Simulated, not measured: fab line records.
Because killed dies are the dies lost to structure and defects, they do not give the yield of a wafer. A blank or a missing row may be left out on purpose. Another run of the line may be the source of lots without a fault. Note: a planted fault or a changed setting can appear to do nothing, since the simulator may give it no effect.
Tool commonality check	flow berkeleyCmos170	Sample size 15 lots and 45 wafers

WHY THIS WAS OPENED
UCB170_ACTIVE_THK_MEAS_03, reading ACTIVE_OXIDE_THK: flagged on 3 of 15 lots. No-fault wafers: 26.4 nm, standard deviation 0.52.
Rule: a lot is flagged in two cases, either no wafer of it has a number, or all its wafers with numbers fall more than 4 standard deviations from that mean. The other lots count as sound.

lot	measured	on	ACTIVE_OXIDE_THK (nm), wafer by wafer	flag
L631	day 4 17:31	filmMetro-04	27.0 26.7 26.8	
L634	day 5 00:00	filmMetro-01	25.6 25.7 25.5	
L635	day 5 08:04	filmMetro-04	26.2 26.3 26.6	
L636	day 5 08:04	filmMetro-03	26.1 26.2 25.9	
L637	day 5 15:05	filmMetro-03	26.6 26.2 26.4	
L638	day 6 07:03	filmMetro-01	25.8 26.2 25.8	
L640	day 6 07:03	filmMetro-04	26.0 26.1 26.3	
L641	day 6 17:20	filmMetro-04	25.4 25.7 25.6	
L642	day 7 04:14	filmMetro-03	25.9 26.3 26.7	
L643	day 7 04:14	filmMetro-04	27.2 27.0 27.5	
L644	day 7 04:14	filmMetro-01	26.7 26.6 26.4	
L648	day 8 03:32	filmMetro-01	37.5 37.5 37.4	FLAGGED
L649	day 8 03:32	filmMetro-03	38.5 38.5 38.6	FLAGGED
L650	day 8 03:32	filmMetro-04	37.8 37.7 37.9	FLAGGED
L654	day 9 09:12	filmMetro-03	26.4 27.0 26.7	
On average the flagged lots' numbers are 37.9 nm, which is +11.5 nm against the usual, or +22 standard deviations.

TOOL THAT RAN EACH LOT
The record keeps 1 process step preceding the reading, out of 331 steps on the route. Cell contents, in order: the tool; ch with the chambers the sampled wafers went through; the start.
lot	flag	UCB170_ACTIVE_OXIDATION_02
L631		furnace-04 ch 0, day 4 16:10
L634		furnace-01 ch 0, day 4 22:39
L635		furnace-02 ch 0, day 5 06:43
L636		furnace-02 ch 0, day 5 06:43
L637		furnace-04 ch 0, day 5 13:43
L638		furnace-02 ch 0, day 6 05:41
L640		furnace-02 ch 0, day 6 05:41
L641		furnace-02 ch 0, day 6 15:58
L642		furnace-02 ch 0, day 7 02:53
L643		furnace-02 ch 0, day 7 02:53
L644		furnace-02 ch 0, day 7 02:53
L648	FLAGGED	furnace-02 ch 0, day 8 02:10
L649	FLAGGED	furnace-02 ch 0, day 8 02:10
L650	FLAGGED	furnace-02 ch 0, day 8 02:10
L654		furnace-04 ch 0, day 9 07:51
These steps, and what they do:
- UCB170_ACTIVE_OXIDATION_02: target thk 26.4 nm, ox time 1260 s.
- UCB170_ACTIVE_THK_MEAS_03

FLAGGED OVER TOTAL, TOOL BY TOOL (the gauges that took the reading come last)
step	tool	lots run	flagged	share of the flagged lots	sound lots run after its first flagged lot
UCB170_ACTIVE_OXIDATION_02	furnace-01	1	0	none	-
UCB170_ACTIVE_OXIDATION_02	furnace-02	11	3	all	0
UCB170_ACTIVE_OXIDATION_02	furnace-04	3	0	none	-
UCB170_ACTIVE_THK_MEAS_03	filmMetro-01	4	1	some	0
UCB170_ACTIVE_THK_MEAS_03	filmMetro-03	5	1	some	1 (L654)
UCB170_ACTIVE_THK_MEAS_03	filmMetro-04	6	1	some	0

WHAT THE TABLE ALLOWS
All flagged lots share 1 row of the table, namely furnace-02 at UCB170_ACTIVE_OXIDATION_02.
- furnace-02 at UCB170_ACTIVE_OXIDATION_02 ran 11 lots, 3 of them flagged. A fault beginning between L642 (day 7 02:53), its last sound lot, and L648 (day 8 02:10), its first flagged one, fits the data.
One tool is left: furnace-02 at UCB170_ACTIVE_OXIDATION_02.

WHAT THE SIMULATOR PUT IN
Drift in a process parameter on furnace-02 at UCB170_ACTIVE_OXIDATION_02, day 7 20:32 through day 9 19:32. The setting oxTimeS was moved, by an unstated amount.
Shown lots that were struck: L648, L649, L650. The rule above reached the same finding.
